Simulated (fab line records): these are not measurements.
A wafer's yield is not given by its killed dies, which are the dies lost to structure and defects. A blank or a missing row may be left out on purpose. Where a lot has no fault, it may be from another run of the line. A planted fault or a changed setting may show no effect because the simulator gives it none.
Split-lot trial	flow berkeley_cmos170	route with 331 steps; 5 lots, 27 wafers read

== THE SPLIT ITSELF ==
At UCB170_WELLDRIVE_OXIDATION_01 (target thk 199 nm, ox time 9000 s), the setting ox_time_s was moved away from the recipe's 9000 s on 18 of the 27 wafers read, by -58.2% to +47.9%. For the rest of the wafers, this setting stayed at what the recipe calls for.

Between the split and the reading, the file records no step.

== THE READING ==
At UCB170_WELLDRIVE_THK_MEAS_02: WELLDRIVE_OXIDE_THK, given in nm. On this fab line, fault-free wafers typically give 199.5 nm with a standard deviation of 2.6 nm.

wafer	tool, chamber at the split	ox_time_s as run, s	against the recipe	WELLDRIVE_OXIDE_THK, nm	against lot-mates on the recipe
L074.1	furnace-01, 0	9000	recipe	202.1	-
L074.5	furnace-01, 0	9000	recipe	197.5	-
L074.6	furnace-01, 0	9000	recipe	199.7	-
L079.1	-, -	3760	-58.2%	118.3	no lot-mate on the recipe
L079.2	-, -	3760	-58.2%	122.7	no lot-mate on the recipe
L079.3	-, -	3760	-58.2%	121.8	no lot-mate on the recipe
L079.4	-, -	3760	-58.2%	120.1	no lot-mate on the recipe
L079.5	-, -	3760	-58.2%	122.2	no lot-mate on the recipe
L079.6	-, -	3760	-58.2%	117.9	no lot-mate on the recipe
L081.1	-, -	13310	+47.9%	250.1	no lot-mate on the recipe
L081.2	-, -	13310	+47.9%	255.4	no lot-mate on the recipe
L081.3	-, -	13310	+47.9%	254.3	no lot-mate on the recipe
L081.4	-, -	13310	+47.9%	253.2	no lot-mate on the recipe
L081.5	-, -	13310	+47.9%	251.7	no lot-mate on the recipe
L081.6	-, -	13310	+47.9%	251.5	no lot-mate on the recipe
L082.1	-, -	4599	-48.9%	131.0	no lot-mate on the recipe
L082.2	-, -	4599	-48.9%	133.0	no lot-mate on the recipe
L082.3	-, -	4599	-48.9%	132.4	no lot-mate on the recipe
L082.4	-, -	4599	-48.9%	129.5	no lot-mate on the recipe
L082.5	-, -	4599	-48.9%	133.9	no lot-mate on the recipe
L082.6	-, -	4599	-48.9%	132.1	no lot-mate on the recipe
L085.1	-, -	9000	recipe	202.5	-
L085.2	-, -	9000	recipe	199.1	-
L085.3	-, -	9000	recipe	202.9	-
L085.4	-, -	9000	recipe	200.9	-
L085.5	-, -	9000	recipe	202.1	-
L085.6	-, -	9000	recipe	203.1	-

FIT RESULTS
A straight line over all 27 wafers: WELLDRIVE_OXIDE_THK changes by +1.27 nm for each +1% of ox_time_s; r = +1.00; the points scatter about the line by 4.3 nm.
Too few moved wafers have a lot-mate on the recipe to fit a line with each lot's own level taken away.

== THE WHOLE CHAIN: every reading that the file lists as answering this split, in the file's order ==
step	what it does	reading	change (the file's fit)	r (the file's)
UCB170_WELLDRIVE_OXIDATION_01	target thk 199 nm, ox time 9000 s	SiO2_of_WELLDRIVE_OXIDATION_01.thk_nm (the simulator's own value, which no gauge read)	+1.27 nm for each +1% of the setting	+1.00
UCB170_WELLDRIVE_THK_MEAS_02		WELLDRIVE_OXIDE_THK	+1.27 for each +1% of the setting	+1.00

== FILE'S OWN FIT ==
WELLDRIVE_OXIDE_THK changes by +1.27 nm for each +1% of ox_time_s, r = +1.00.
